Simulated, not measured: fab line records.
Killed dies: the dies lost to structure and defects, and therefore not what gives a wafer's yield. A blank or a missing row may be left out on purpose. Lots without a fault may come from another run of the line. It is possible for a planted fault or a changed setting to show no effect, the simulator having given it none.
What tool caused it? :: flow berkeley_cmos170 :: 14 lots with 42 wafers sampled at 6 steps, on a route of 331 steps

## WHAT EACH GAUGE READ, for each wafer
UCB170_NWELL_OVL_MEAS_12.
lot: L534
measured: day 2 11:30
on: overlay-02
NWELL_OVL (nm): -4 -2 -2

lot: L535
measured: day 2 16:59
on: overlay-01
NWELL_OVL (nm): 0 0 -6

lot: L536
measured: day 2 22:14
on: overlay-01
NWELL_OVL (nm): 2 3 2

lot: L537
measured: day 3 05:47
on: overlay-02
NWELL_OVL (nm): -6 -3 -8

lot: L538
measured: day 3 10:32
on: overlay-01
NWELL_OVL (nm): 3 -2 0

lot: L539
measured: day 3 14:58
on: overlay-01
NWELL_OVL (nm): 1 3 1

lot: L541
measured: day 3 15:41
on: overlay-01
NWELL_OVL (nm): 0 2 -3

lot: L543
measured: day 4 16:49
on: overlay-01
NWELL_OVL (nm): 0 5 -2

lot: L545
measured: day 4 22:46
on: overlay-02
NWELL_OVL (nm): -3 -3 -7

lot: L544
measured: day 4 22:59
on: overlay-01
NWELL_OVL (nm): 7 18 1

lot: L549
measured: day 5 22:47
on: overlay-01
NWELL_OVL (nm): 2 -1 -4

lot: L552
measured: day 6 01:04
on: overlay-02
NWELL_OVL (nm): 2 -4 -4

lot: L554
measured: day 6 07:55
on: overlay-01
NWELL_OVL (nm): 4 8 8

lot: L555
measured: day 6 14:52
on: overlay-02
NWELL_OVL (nm): 12 11 10

UCB170_PLDD_CD_MEAS_06: target cd 1200 nm.
lot: L534
measured: day 7 13:48
on: cd_sem-02
cd_nm (nm): 1199.6 1199.7 1200.5

lot: L535
measured: day 7 13:16
on: cd_sem-02
cd_nm (nm): 1200.4 1199.2 1198.8

lot: L536
measured: day 7 21:22
on: cd_sem-01
cd_nm (nm): 1201.4 1201.1 1200.1

lot: L537
measured: day 7 20:46
on: cd_sem-01
cd_nm (nm): 1202.7 1201.2 1203.8

lot: L538
measured: day 7 21:07
on: cd_sem-02
cd_nm (nm): 1200.7 1200.6 1199.1

lot: L539
measured: day 8 08:18
on: cd_sem-02
cd_nm (nm): 1198.7 1198.7 1198.5

lot: L541
measured: day 8 09:01
on: cd_sem-02
cd_nm (nm): 1198.5 1198.9 1199.9

lot: L543
measured: day 9 22:21
on: cd_sem-01
cd_nm (nm): 1198.7 1201.6 1199.3

lot: L545
measured: day 9 22:26
on: cd_sem-02
cd_nm (nm): 1200.2 1200.7 1200.4

lot: L544
measured: day 9 22:09
on: cd_sem-02
cd_nm (nm): 1201.4 1199.8 1201.2

lot: L549
measured: day 10 13:58
on: cd_sem-02
cd_nm (nm): 1199.1 1199.0 1200.1

lot: L552
measured: day 10 13:07
on: cd_sem-01
cd_nm (nm): 1196.8 1197.4 1197.3

lot: L554
measured: day 10 13:41
on: cd_sem-01
cd_nm (nm): 1199.4 1200.2 1199.0

lot: L555
measured: day 11 09:35
on: cd_sem-02
cd_nm (nm): 1199.8 1199.2 1199.4

UCB170_PLDD_TW_MEAS_11.
lot: L534
measured: day 7 14:22
on: film_metro-03
PLDD_TW: 991 992 990

lot: L535
measured: day 7 13:49
on: film_metro-02
PLDD_TW: 1014 1014 1010

lot: L536
measured: day 7 21:53
on: film_metro-02
PLDD_TW: 1007 1008 1009

lot: L537
measured: day 7 21:19
on: film_metro-02
PLDD_TW: 1011 1015 1011

lot: L538
measured: day 7 21:40
on: film_metro-02
PLDD_TW: 1009 1014 1011

lot: L539
measured: day 8 08:51
on: film_metro-01
PLDD_TW: 1015 1015 1017

lot: L541
measured: day 8 09:53
on: film_metro-01
PLDD_TW: 1021 1020 1010

lot: L543
measured: day 9 22:55
on: film_metro-03
PLDD_TW: 992 989 993

lot: L545
measured: day 9 23:00
on: film_metro-02
PLDD_TW: 1058 1053 1060

lot: L544
measured: day 9 22:42
on: film_metro-03
PLDD_TW: 989 995 990

lot: L549
measured: day 10 14:31
on: film_metro-02
PLDD_TW: 1063 1059 1065

lot: L552
measured: day 10 13:40
on: film_metro-03
PLDD_TW: 989 993 993

lot: L554
measured: day 10 14:23
on: film_metro-03
PLDD_TW: 991 993 994

lot: L555
measured: day 11 10:08
on: film_metro-01
PLDD_TW: 1011 1008 1014

UCB170_PSD_CD_MEAS_06: target cd 1200 nm.
lot: L534
measured: day 8 02:05
on: cd_sem-01
cd_nm (nm): 1202.1 1203.2 1202.6

lot: L535
measured: day 8 01:31
on: cd_sem-02
cd_nm (nm): 1199.4 1201.0 1200.9

lot: L536
measured: day 8 08:03
on: cd_sem-01
cd_nm (nm): 1197.4 1197.8 1199.1

lot: L537
measured: day 8 07:44
on: cd_sem-02
cd_nm (nm): 1199.9 1198.4 1196.5

lot: L538
measured: day 8 07:22
on: cd_sem-01
cd_nm (nm): 1201.3 1199.3 1200.3

lot: L539
measured: day 8 19:05
on: cd_sem-01
cd_nm (nm): 1200.9 1201.9 1202.2

lot: L541
measured: day 8 19:10
on: cd_sem-02
cd_nm (nm): 1201.7 1201.9 1202.8

lot: L543
measured: day 10 09:55
on: cd_sem-01
cd_nm (nm): 1199.4 1199.0 1200.0

lot: L545
measured: day 10 10:10
on: cd_sem-02
cd_nm (nm): 1200.8 1200.5 1200.6

lot: L544
measured: day 10 09:31
on: cd_sem-01
cd_nm (nm): 1198.5 1200.8 1199.0

lot: L549
measured: day 11 00:13
on: cd_sem-01
cd_nm (nm): 1198.5 1198.7 1199.5

lot: L552
measured: day 10 23:59
on: cd_sem-02
cd_nm (nm): 1202.3 1200.3 1200.5

lot: L554
measured: day 10 23:29
on: cd_sem-01
cd_nm (nm): 1202.1 1201.4 1200.5

lot: L555
measured: day 11 19:43
on: cd_sem-01
cd_nm (nm): 1199.6 1200.7 1200.8

UCB170_SDANNEAL_RS_MEAS_04: measures by four-point-probe.
lot: L534
measured: day 8 09:47
on: film_metro-03
PLDD_RS (ohm/sq): 1029 1028 1028

lot: L535
measured: day 8 09:09
on: film_metro-03
PLDD_RS (ohm/sq): 1030 1030 1030

lot: L536
measured: day 8 13:11
on: film_metro-03
PLDD_RS (ohm/sq): 1031 1030 1030

lot: L537
measured: day 8 12:45
on: film_metro-02
PLDD_RS (ohm/sq): 1036 1036 1038

lot: L538
measured: day 8 12:16
on: film_metro-02
PLDD_RS (ohm/sq): 1035 1036 1032

lot: L539
measured: day 9 00:29
on: film_metro-01
PLDD_RS (ohm/sq): 1034 1032 1033

lot: L541
measured: day 9 01:12
on: film_metro-01
PLDD_RS (ohm/sq): 1031 1029 1030

lot: L543
measured: day 10 14:44
on: film_metro-03
PLDD_RS (ohm/sq): 1027 1028 1026

lot: L545
measured: day 10 15:08
on: film_metro-02
PLDD_RS (ohm/sq): 903 903 904

lot: L544
measured: day 10 14:05
on: film_metro-01
PLDD_RS (ohm/sq): 1029 1035 1034

lot: L549
measured: day 11 07:22
on: film_metro-02
PLDD_RS (ohm/sq): 902 900 902

lot: L552
measured: day 11 07:04
on: film_metro-01
PLDD_RS (ohm/sq): 1030 1026 1026

lot: L554
measured: day 11 06:28
on: film_metro-02
PLDD_RS (ohm/sq): 1030 1030 1030

lot: L555
measured: day 11 23:17
on: film_metro-01
PLDD_RS (ohm/sq): 1031 1036 1032

## TOOL THAT RAN EACH LOT (tool first, then ch and the chambers of the sampled wafers, then the start)
lot: L534
UCB170_PLDD_IMPLANT_09: implanter-04 ch 0, day 7 14:07

lot: L535
UCB170_PLDD_IMPLANT_09: implanter-03 ch 0, day 7 13:35

lot: L536
UCB170_PLDD_IMPLANT_09: implanter-04 ch 0, day 7 21:40

lot: L537
UCB170_PLDD_IMPLANT_09: implanter-02 ch 0, day 7 21:04

lot: L538
UCB170_PLDD_IMPLANT_09: implanter-03 ch 0, day 7 21:25

lot: L539
UCB170_PLDD_IMPLANT_09: implanter-04 ch 0, day 8 08:37

lot: L541
UCB170_PLDD_IMPLANT_09: implanter-03 ch 0, day 8 09:19

lot: L543
UCB170_PLDD_IMPLANT_09: implanter-04 ch 0, day 9 22:42

lot: L545
UCB170_PLDD_IMPLANT_09: implanter-03 ch 0, day 9 22:46

lot: L544
UCB170_PLDD_IMPLANT_09: implanter-03 ch 0, day 9 22:28

lot: L549
UCB170_PLDD_IMPLANT_09: implanter-03 ch 0, day 10 14:16

lot: L552
UCB170_PLDD_IMPLANT_09: implanter-02 ch 0, day 10 13:25

lot: L554
UCB170_PLDD_IMPLANT_09: implanter-04 ch 0, day 10 14:00

lot: L555
UCB170_PLDD_IMPLANT_09: implanter-04 ch 0, day 11 09:53
- UCB170_PLDD_IMPLANT_09

## WHAT THE TOOLS THEMSELVES READ (means of the sampled wafers that have a number; where no wafer has one, the mark that the record gives instead)
UCB170_PLDD_IMPLANT_09.
lot: L534
tool: implanter-04
beam_energy_keV: 9.9976
beam_on_s (s): 10.05
dose_ions_cm2: 5e+13
end_station_pressure_torr (Torr): 5.09e-06
faraday_current_uA: 157

lot: L535
tool: implanter-03
beam_energy_keV: 10.0004
beam_on_s (s): 9.83
dose_ions_cm2: 5e+13
end_station_pressure_torr (Torr): 5.19e-06
faraday_current_uA: 161

lot: L536
tool: implanter-04
beam_energy_keV: 9.9968
beam_on_s (s): 10.11
dose_ions_cm2: 5e+13
end_station_pressure_torr (Torr): 4.90e-06
faraday_current_uA: 157

lot: L537
tool: implanter-02
beam_energy_keV: 9.9991
beam_on_s (s): 10.00
dose_ions_cm2: 5e+13
end_station_pressure_torr (Torr): 4.88e-06
faraday_current_uA: 160

lot: L538
tool: implanter-03
beam_energy_keV: 9.9999
beam_on_s (s): 9.99
dose_ions_cm2: 5e+13
end_station_pressure_torr (Torr): 5.19e-06
faraday_current_uA: 159

lot: L539
tool: implanter-04
beam_energy_keV: 10.0063
beam_on_s (s): 9.98
dose_ions_cm2: 5e+13
end_station_pressure_torr (Torr): 5.36e-06
faraday_current_uA: 159

lot: L541
tool: implanter-03
beam_energy_keV: 9.9995
beam_on_s (s): 9.97
dose_ions_cm2: 5e+13
end_station_pressure_torr (Torr): 5.41e-06
faraday_current_uA: 159

lot: L543
tool: implanter-04
beam_energy_keV: 9.9960
beam_on_s (s): 10.04
dose_ions_cm2: 5e+13
end_station_pressure_torr (Torr): 5.37e-06
faraday_current_uA: 158

lot: L545
tool: implanter-03
beam_energy_keV: 10.0007
beam_on_s (s): 12.27
dose_ions_cm2: 7e+13
end_station_pressure_torr (Torr): 5.32e-06
faraday_current_uA: 177

lot: L544
tool: implanter-03
beam_energy_keV: 10.0014
beam_on_s (s): 10.24
dose_ions_cm2: 5e+13
end_station_pressure_torr (Torr): 5.01e-06
faraday_current_uA: 155

lot: L549
tool: implanter-03
beam_energy_keV: 10.0026
beam_on_s (s): 12.35
dose_ions_cm2: 7e+13
end_station_pressure_torr (Torr): 5.07e-06
faraday_current_uA: 176

lot: L552
tool: implanter-02
beam_energy_keV: 10.0020
beam_on_s (s): 9.97
dose_ions_cm2: 5e+13
end_station_pressure_torr (Torr): 4.99e-06
faraday_current_uA: 159

lot: L554
tool: implanter-04
beam_energy_keV: 10.0020
beam_on_s (s): 10.03
dose_ions_cm2: 5e+13
end_station_pressure_torr (Torr): 5.18e-06
faraday_current_uA: 158

lot: L555
tool: implanter-04
beam_energy_keV: 9.9983
beam_on_s (s): 9.97
dose_ions_cm2: 5e+13
end_station_pressure_torr (Torr): 5.27e-06
faraday_current_uA: 159

## THE ANSWER, worked out from the rows above alone
Rule: what is usual is taken from the lots themselves. The widest of any qualifying gaps counts: lots, ordered by their means at a reading, are off when they make up no more than a third of the lots, leave a main group of 4 or more, and stand apart from it by 3 or more times the standard deviation of that group's means. If all means in a main group match to the digits the tables above print for the reading, that group is not used. Also off: a lot with no number at a reading for which 4 or more lots have one. Any other lot the step has rows for is counted as sound. The gauges are gone through in route order, then the tools' own readings, and for those a lot's mean is taken as printed above. At the first step where some lot is off, the reading lying furthest off is the one used; lots without a number count as furthest.
Off: at UCB170_PLDD_TW_MEAS_11 (PLDD_TW), L545, L549. Mean 1004 and standard deviation 11 in the main group.
If a tool, at a process step before that reading, ran all the lots that are off and no sound lot after the first of them, it fits. The gauges at UCB170_PLDD_TW_MEAS_11 aren't tried: what is off there is off at UCB170_PLDD_IMPLANT_09 too, on other tools, and a gauge's error can't cause that. One fits: implanter-03 at UCB170_PLDD_IMPLANT_09. A fault onset in the window from L544 (day 9 22:28, its last sound lot) to L545 (day 9 22:46, its first lot off) fits.
The tool's own readings at UCB170_PLDD_IMPLANT_09 bear it out: on the lots that are off they differ by more than 5 times the standard deviation of the sound lots' means. beam_on_s reads 12.31 s there against 10.02 s on the sound lots; dose_ions_cm2 reads 7e+13 there against 5e+13 on the sound lots; faraday_current_uA reads 176 there against 158 on the sound lots.

## WHAT THE SIMULATOR PUT IN
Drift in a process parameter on implanter-03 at UCB170_PLDD_IMPLANT_09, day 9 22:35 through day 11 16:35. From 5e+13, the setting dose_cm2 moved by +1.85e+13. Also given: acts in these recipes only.
Struck lots among those shown: L545, L549. The rule above found the same.
